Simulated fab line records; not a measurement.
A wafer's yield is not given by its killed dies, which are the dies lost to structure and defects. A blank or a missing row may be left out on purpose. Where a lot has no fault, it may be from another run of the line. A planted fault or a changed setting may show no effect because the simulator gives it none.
What tool caused it?    flow berkeley-cmos170    Sampling: 24 lots, 72 wafers, 3 of 331 route steps

== WHAT THE GAUGES SHOWED, per wafer ==
UCB170_GATE_OVL_MEAS_13. Usual: GATE_OVL gives 0 nm (standard deviation 5).
lot   measured      on          GATE_OVL (nm)  flag
L074  day 6 05:04   overlay-01  1 -5 1         
L077  day 6 05:08   overlay-02  -2 -2 2        
L076  day 6 05:21   overlay-01  2 1 -2         
L075  day 6 05:24   overlay-02  0 -1 -2        
L079  day 6 14:57   overlay-02  -2 -4 -1       
L078  day 6 15:05   overlay-01  -2 1 -2        
L081  day 7 03:25   overlay-01  8 7 6          
L080  day 7 03:35   overlay-01  -3 5 0         
L083  day 7 20:23   overlay-02  3 8 2          
L086  day 7 21:01   overlay-02  6 -2 -5        
L085  day 7 21:08   overlay-01  -5 -1 -1       
L084  day 7 21:15   overlay-02  1 -5 -4        
L087  day 7 21:22   overlay-01  10 -3 2        
L082  day 7 21:37   overlay-02  -13 2 -4       
L088  day 8 19:32   overlay-02  2 -7 -2        
L090  day 8 20:16   overlay-01  7 -1 -1        
L089  day 8 20:26   overlay-01  -2 4 1         
L091  day 9 07:10   overlay-01  2 2 6          
L093  day 9 23:23   overlay-01  0 1 -1         
L092  day 9 23:41   overlay-02  -6 -7 0        
L094  day 10 10:14  overlay-02  7 10 8         
L096  day 10 10:26  overlay-01  -4 2 10        
L095  day 10 20:18  overlay-01  -1 4 -3        
L097  day 10 20:32  overlay-02  0 -4 7         

UCB170_NLDD_TW_MEAS_11. Usual: NLDD_TW gives 2187 (standard deviation 25).
lot   measured      on             NLDD_TW         flag
L074  day 6 10:41   film-metro-02  2213 2209 2221  
L077  day 6 10:49   film-metro-03  2157 2160 2161  
L076  day 6 11:20   film-metro-02  2196 2206 2211  
L075  day 6 11:35   film-metro-03  2154 2162 2161  
L079  day 6 19:18   film-metro-03  2162 2153 2153  
L078  day 6 19:35   film-metro-03  2161 2166 2153  
L081  day 7 09:31   film-metro-01  2205 2216 2211  
L080  day 7 09:45   film-metro-01  2214 2212 2209  
L083  day 8 01:25   film-metro-02  2210 2197 2207  
L086  day 8 01:53   film-metro-01  2216 2202 2199  
L085  day 8 02:14   film-metro-03  2164 2158 2157  
L084  day 8 02:36   film-metro-03  2165 2168 2152  
L087  day 8 02:29   film-metro-02  2191 2206 2201  
L082  day 8 02:50   film-metro-01  2213 2201 2209  
L088  day 9 00:29   film-metro-03  2154 2146 2159  
L090  day 9 00:53   film-metro-03  2161 2168 2162  
L089  day 9 01:07   film-metro-03  2166 2165 2150  
L091  day 9 12:11   film-metro-01  2223 2221 2211  
L093  day 10 03:19  film-metro-01  2200 2205 2211  
L092  day 10 03:37  film-metro-03  2174 2180 2177  
L094  day 10 16:14  film-metro-01  2213 2214 2207  
L096  day 10 16:31  film-metro-02  2218 2212 2215  
L095  day 11 01:27  film-metro-01  2207 2221 2216  
L097  day 11 01:36  film-metro-03  2164 2154 2156  

== WHICH TOOL RAN EACH LOT (tool, then ch and the chambers of the sampled wafers, then the start) ==
lot   UCB170_GATE_STRIP_16
L074  plasma-asher-03 ch 0,1, day 6 05:11
L077  plasma-asher-01 ch 0, day 6 05:15
L076  plasma-asher-01 ch 0,1, day 6 05:28
L075  plasma-asher-02 ch 0,1, day 6 05:31
L079  plasma-asher-02 ch 0,1, day 6 15:05
L078  plasma-asher-01 ch 0,1, day 6 15:12
L081  plasma-asher-01 ch 0,1, day 7 03:33
L080  plasma-asher-03 ch 0,1, day 7 03:43
L083  plasma-asher-02 ch 0,1, day 7 20:30
L086  plasma-asher-02 ch 0,1, day 7 21:08
L085  plasma-asher-01 ch 0,1, day 7 21:15
L084  plasma-asher-03 ch 0,1, day 7 21:22
L087  plasma-asher-02 ch 0,1, day 7 21:29
L082  plasma-asher-01 ch 0,1, day 7 21:44
L088  plasma-asher-03 ch 1, day 8 19:39
L090  plasma-asher-02 ch 0,1, day 8 20:25
L089  plasma-asher-03 ch 0, day 8 20:34
L091  plasma-asher-03 ch 0,1, day 9 07:17
L093  plasma-asher-03 ch 0,1, day 9 23:31
L092  plasma-asher-01 ch 0,1, day 9 23:49
L094  plasma-asher-01 ch 0,1, day 10 10:22
L096  plasma-asher-02 ch 0,1, day 10 10:34
L095  plasma-asher-02 ch 0,1, day 10 20:26
L097  plasma-asher-01 ch 0,1, day 10 20:40
- UCB170_GATE_STRIP_16: strips in O2.

== AS READ BY THE TOOLS THEMSELVES (means over the sampled wafers that have a number; for cases with no such wafer, the mark the record gives instead) ==
UCB170_GATE_STRIP_16. Usual: drypump-motor-current-A 5.79 A, standard deviation 0.22; oes-product-au 0.724 a.u., standard deviation 0.0048.
lot   tool             drypump-motor-current-A (A)  oes-product-au (a.u.)  flag
L074  plasma-asher-03  5.82                         0.727                  
L077  plasma-asher-01  5.51                         0.727                  
L076  plasma-asher-01  5.55                         0.725                  
L075  plasma-asher-02  5.97                         0.724                  
L079  plasma-asher-02  6.02                         0.724                  
L078  plasma-asher-01  5.53                         0.723                  
L081  plasma-asher-01  5.52                         0.730                  
L080  plasma-asher-03  5.92                         0.725                  
L083  plasma-asher-02  5.96                         0.729                  
L086  plasma-asher-02  6.03                         0.723                  
L085  plasma-asher-01  5.52                         0.725                  
L084  plasma-asher-03  5.89                         0.725                  
L087  plasma-asher-02  6.04                         0.728                  
L082  plasma-asher-01  5.57                         0.726                  
L088  plasma-asher-03  5.70                         0.724                  
L090  plasma-asher-02  6.03                         0.728                  
L089  plasma-asher-03  6.01                         0.725                  
L091  plasma-asher-03  5.91                         0.722                  
L093  plasma-asher-03  5.91                         0.724                  
L092  plasma-asher-01  5.58                         0.722                  
L094  plasma-asher-01  5.54                         0.724                  
L096  plasma-asher-02  6.03                         0.725                  
L095  plasma-asher-02  6.00                         0.724                  
L097  plasma-asher-01  5.58                         0.723                  

== THE ANSWER, worked out from the rows above alone ==
Rule: a lot counts as off when the mean over its wafers that have a number is more than 3 standard deviations away from the usual mean. A lot without any number at a reading at which 4 lots or more have one is off too. The other lots that the step has rows for count as sound. The gauges are gone through in route order, then the tools' own readings, and for those a lot's mean is taken as printed above. At the first step where some lot is off, the reading lying furthest off is the one used; lots without a number count as furthest.
Across all readings shown, no lot is off: no conclusion can be drawn from this.

== WHAT THE SIMULATOR PUT IN ==
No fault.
